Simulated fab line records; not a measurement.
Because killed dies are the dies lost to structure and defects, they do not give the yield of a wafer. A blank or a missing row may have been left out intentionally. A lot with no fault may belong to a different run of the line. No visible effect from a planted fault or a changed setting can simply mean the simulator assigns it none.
Which of the tools did it?	flow berkeley_cmos170	Sampling: 14 lots, 42 wafers, 4 of 331 route steps

WHAT EACH GAUGE READ, for each wafer
UCB170_START_THK_MEAS_03.
lot	measured	on	START_OXIDE_THK (nm)
L409	day 1 16:16	film_metro-02	19.4 19.5 19.7
L411	day 1 22:07	film_metro-02	19.3 19.1 19.4
L412	day 2 06:29	film_metro-01	19.8 19.8 19.9
L413	day 2 11:34	film_metro-04	19.6 19.5 19.5
L414	day 2 16:53	film_metro-01	19.4 19.4 19.0
L415	day 2 22:13	film_metro-01	20.8 20.3 20.4
L416	day 3 03:14	film_metro-01	19.8 20.0 19.9
L419	day 3 18:49	film_metro-04	20.5 20.7 20.9
L422	day 4 04:47	film_metro-02	19.8 19.3 19.5
L425	day 5 02:02	film_metro-04	20.0 20.3 20.0
L427	day 5 12:07	film_metro-01	19.9 19.8 19.6
L430	day 5 22:25	film_metro-02	19.4 20.1 19.6
L429	day 5 22:26	film_metro-01	20.0 19.9 20.0
L432	day 6 06:43	film_metro-04	20.2 19.9 19.7

UCB170_ACTIVE_CD_MEAS_90: the cd target is 1200 nm.
lot	measured	on	cd_nm (nm)
L409	day 5 01:55	cd_sem-01	1199.5 1199.3 1197.7
L411	day 5 01:38	cd_sem-01	1201.7 1201.3 1202.5
L412	day 5 17:44	cd_sem-02	1199.4 1196.6 1196.5
L413	day 5 18:02	cd_sem-02	1200.4 1200.0 1200.0
L414	day 6 08:50	cd_sem-02	1196.5 1197.8 1197.4
L415	day 6 08:34	cd_sem-01	1200.4 1200.0 1201.9
L416	day 6 09:06	cd_sem-02	1198.8 1200.6 1199.2
L419	day 7 02:58	cd_sem-01	1200.7 1201.6 1199.0
L422	day 7 08:11	cd_sem-02	1200.4 1200.5 1200.3
L425	day 8 05:02	cd_sem-01	1201.2 1201.0 1200.6
L427	day 8 13:00	cd_sem-02	1199.7 1201.9 1201.5
L430	day 9 04:28	cd_sem-01	1197.9 1200.0 1200.4
L429	day 9 04:06	cd_sem-01	1196.9 1197.0 1197.6
L432	day 9 04:22	cd_sem-01	1197.2 1197.8 1198.0

UCB170_FIELD_THK_MEAS_02.
lot	measured	on	FIELD_OXIDE_THK (nm)
L409	day 5 12:47	film_metro-04	537 545 543
L411	day 5 12:44	film_metro-02	564 572 567
L412	day 6 02:46	film_metro-02	542 546 538
L413	day 6 02:47	film_metro-03	558 554 560
L414	day 6 17:45	film_metro-03	556 569 565
L415	day 6 17:46	film_metro-02	570 577 562
L416	day 6 17:49	film_metro-02	574 567 574
L419	day 7 11:52	film_metro-03	540 545 537
L422	day 7 17:04	film_metro-03	559 555 554
L425	day 8 12:27	film_metro-04	563 563 579
L427	day 9 02:37	film_metro-03	544 541 546
L430	day 9 14:58	film_metro-02	554 557 555
L429	day 9 14:56	film_metro-02	565 548 564
L432	day 9 14:53	film_metro-04	559 566 554

TOOL THAT RAN EACH LOT (tool first, then ch and the chambers of the sampled wafers, then the start)
lot	UCB170_PWELL_PEB_11
L409	litho_track-01 ch 0, day 3 13:22
L411	litho_track-02 ch 0, day 3 13:10
L412	litho_track-01 ch 0, day 3 23:07
L413	litho_track-02 ch 0, day 4 06:02
L414	litho_track-03 ch 0, day 4 12:16
L415	litho_track-01 ch 0, day 4 16:09
L416	litho_track-03 ch 0, day 4 16:25
L419	litho_track-03 ch 0, day 5 17:38
L422	litho_track-03 ch 0, day 6 02:28
L425	litho_track-02 ch 0, day 6 21:04
L427	litho_track-01 ch 0, day 7 05:17
L430	litho_track-02 ch 0, day 7 17:36
L429	litho_track-01 ch 0, day 7 17:20
L432	litho_track-01 ch 0, day 8 00:01
- UCB170_PWELL_PEB_11

AS READ BY THE TOOLS THEMSELVES (means over the sampled wafers that have a number; for cases with no such wafer, the mark the record gives instead)
UCB170_PWELL_PEB_11.
lot	tool	heater_power_total_W (W)
L409	litho_track-01	56.78
L411	litho_track-02	56.78
L412	litho_track-01	56.82
L413	litho_track-02	56.79
L414	litho_track-03	56.88
L415	litho_track-01	56.79
L416	litho_track-03	56.81
L419	litho_track-03	58.46
L422	litho_track-03	58.52
L425	litho_track-02	56.77
L427	litho_track-01	56.78
L430	litho_track-02	56.80
L429	litho_track-01	56.81
L432	litho_track-01	56.76

THE ANSWER, worked out from the rows above alone
Rule: the lots themselves supply what counts as usual. Put in order of their means at a reading, lots are off if they are a third of the lots or fewer, leave a main group of 4 or more, and stand apart from it by a gap of 3 or more times the standard deviation of the main group's means; of several such gaps the widest counts. A main group is skipped when, at the precision printed for the reading in the tables above, its means are all equal. A lot without any number at a reading at which 4 lots or more have one is off too. All remaining lots with rows at the step are treated as sound. After the gauges, taken in route order, come the tools' own readings; for these a lot's mean is taken, as printed above. The first step at which some lot is off is used, and at that step the reading that is off furthest; a lot without a number counts as furthest.
Off at UCB170_PWELL_PEB_11 (heater_power_total_W): L419, L422. For the main group the mean is 56.80 W and the standard deviation 0.03.
A tool fits if, at that step or a process step before it, it ran every lot that is off, and no sound lot after the first of them. One fits: UCB170_PWELL_PEB_11 on litho_track-03. Its last sound lot is L416 (day 4 16:25), its first lot that is off L419 (day 5 17:38): a fault that began between those two fits.
The tool's own readings at UCB170_PWELL_PEB_11 bear it out: on the lots that are off they differ by more than 5 times the standard deviation of the sound lots' means. heater_power_total_W reads 58.49 W there against 56.80 W on the sound lots.

WHAT THE SIMULATOR HAD PUT IN
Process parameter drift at UCB170_PWELL_PEB_11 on litho_track-03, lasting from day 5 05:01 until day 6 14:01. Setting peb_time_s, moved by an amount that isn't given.
Struck lots among those shown: L419, L422. The rule above found the same.
